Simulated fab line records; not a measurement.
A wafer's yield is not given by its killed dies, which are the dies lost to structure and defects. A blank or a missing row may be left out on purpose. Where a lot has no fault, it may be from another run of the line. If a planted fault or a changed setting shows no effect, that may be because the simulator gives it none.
Which tool did it? + flow berkeley cmos170 + at 1 step of a route of 331, 7 lots with 21 wafers sampled

## WHAT EACH GAUGE READ, for each wafer
UCB170_PWELL_THK_MEAS_03.
| lot  | measured    | on            | PWELL_OXIDE_THK (nm) |
|------|-------------|---------------|----------------------|
| L566 | day 2 14:40 | film metro-01 | 26.7 26.9 27.1       |
| L571 | day 3 15:16 | film metro-01 | 26.7 26.9 27.1       |
| L572 | day 3 22:06 | film metro-01 | 26.0 25.6 25.7       |
| L576 | day 4 18:07 | film metro-01 | 27.3 27.4 27.1       |
| L578 | day 5 02:51 | film metro-03 | 27.2 27.2 27.2       |
| L586 | day 6 18:36 | film metro-03 | 27.0 26.6 26.4       |
| L589 | day 7 16:10 | film metro-01 | 26.1 26.4 26.3       |

## WHAT TOOL EACH LOT RAN ON (gives the tool, then ch and the chambers of the sampled wafers, and finally the start)
There is no process step in the record ahead of these readings.

## THE ANSWER, worked out from the rows above alone
Rule: usual is defined by the lots themselves. The widest of any qualifying gaps counts: lots, ordered by their means at a reading, are off when they make up no more than a third of the lots, leave a main group of 4 or more, and stand apart from it by 3 or more times the standard deviation of that group's means. Not used: any main group whose means are identical at the precision the tables above print for the reading. Also off: a lot with no number at a reading for which 4 or more lots have one. All remaining lots with rows at the step are treated as sound.
None of the lots is off at any reading shown; this tells nothing.

## WHAT THE SIMULATOR HAD INSERTED
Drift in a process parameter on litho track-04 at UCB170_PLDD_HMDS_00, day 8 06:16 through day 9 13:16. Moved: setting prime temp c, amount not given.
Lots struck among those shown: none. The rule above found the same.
